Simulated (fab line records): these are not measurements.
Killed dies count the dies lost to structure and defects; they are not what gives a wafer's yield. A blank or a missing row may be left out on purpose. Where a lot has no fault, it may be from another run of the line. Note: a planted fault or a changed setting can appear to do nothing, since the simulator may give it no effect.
A lot that was struck, set against a sound lot || flow berkeleyCmos170 || 14 steps out of a route of 331
Sound: the wafers L295.3, L295.5, L295.6. Struck: wafers L308.3, L308.4, L308.5. The cause is named last.
For every step that has rows: the tool of each side, followed by ch and its chambers, followed by its first start. Under that, the readings that differ: sound wafers || struck wafers || difference of the means || sigmas: that difference in standard deviations of wafers without a fault.
alike: a reading whose means differ by less than 2 such deviations, as well as words and numbers matching on both sides. not compared: withheld readings; readings where some wafer has no value; bounds like >300 that might hide an equal value; numbers whose values overlap and for which the record gives no deviation.
A row with sigmas, a row that says differs or no value, or rows on one side alone: a step with any of these is where the two part. Numbers that don't overlap but have no deviation are shown without sigmas and don't part them. Lack of a reading on every wafer of one side parts them only where that side has two or more wafers.

UCB170_CONTACT_OVL_MEAS_16:
  sound: overlay-01 at day 8 02:21; struck: overlay-02 at day 10 22:11
  alike: CONTACT_OVL
UCB170_CONTACT_ETCH_17: etches BARC in N2/H2.
  sound on rieDiel-01 ch 0,3, day 8 02:22; struck on rieDiel-04 ch 1,2,3, day 10 22:12
  alike: drypumpMotorCurrentA, oesProductAu, throttleValvePct
UCB170_CONTACT_ETCH_18: etches PSG in CHF3/CF4/Ar, stops on TiSi2, target depth 840 nm, time 195 s.
  sound on rieDiel-01 ch 0,3; struck on rieDiel-04 ch 1,2,3
  alike: drypumpMotorCurrentA, oesProductAu, throttleValvePct
  not compared: rfHoursCounterH
UCB170_CONTACT_STRIP_19: strips in O2.
  sound on plasmaAsher-04 ch 0,1, day 8 02:34; struck on plasmaAsher-03 ch 0,1, day 10 22:24
  alike: drypumpMotorCurrentA, oesProductAu
  not compared: rfHoursCounterH
UCB170_CONTACT_CD_MEAS_90 targets a cd of 700 nm.
  sound: cdSem-01 at day 8 02:41; struck: cdSem-02 at day 10 22:31
  alike: cdNm
then, 1 step without rows for these wafers: UCB170_CONTACT_CLEAN_20 (cleans in SPM, time 600 s).
UCB170_M1_SPUTTER_00: material Al, target thk 600 nm, time 80 s.
  sound: pvdSputter-01 at day 8 03:02; struck: pvdSputter-01 at day 10 22:46
  alike: throttleValvePct
UCB170_M1_RS_MEAS_01: measures by four-point-probe.
  sound: filmMetro-03 at day 8 03:08; struck: filmMetro-04 at day 10 22:52
  alike: M1_AL_RS
UCB170_M1_THK_MEAS_02: measures by xrf.
  sound: filmMetro-03 at day 8 03:14; struck: filmMetro-04 at day 10 22:58
  alike: M1_AL_THK
then, 3 steps without rows for these wafers: UCB170_M1_COAT_03; UCB170_M1_COAT_04 (resist thk 900 nm); UCB170_M1_SOFTBAKE_05 (time 60 s).
UCB170_M1_EXPOSE_06: exposes mask METAL1, target cd 700 nm.
  struck on krfScanner-02, day 10 23:37; sound on krfScanner-01 ch 0, day 8 03:46
  no value came back on the struck wafers for exposureDoseMJCm2, focusOffsetNm (nm), reticleTempC (C); on the sound wafers exposureDoseMJCm2 reads 20.994 20.994 20.992
  alike: mask
then, 1 step without rows for these wafers: UCB170_M1_PEB_07.

== WHERE THEY PART ==
Only at UCB170_M1_EXPOSE_06, as far as this record shows.

WHY: what had been put in by the simulator
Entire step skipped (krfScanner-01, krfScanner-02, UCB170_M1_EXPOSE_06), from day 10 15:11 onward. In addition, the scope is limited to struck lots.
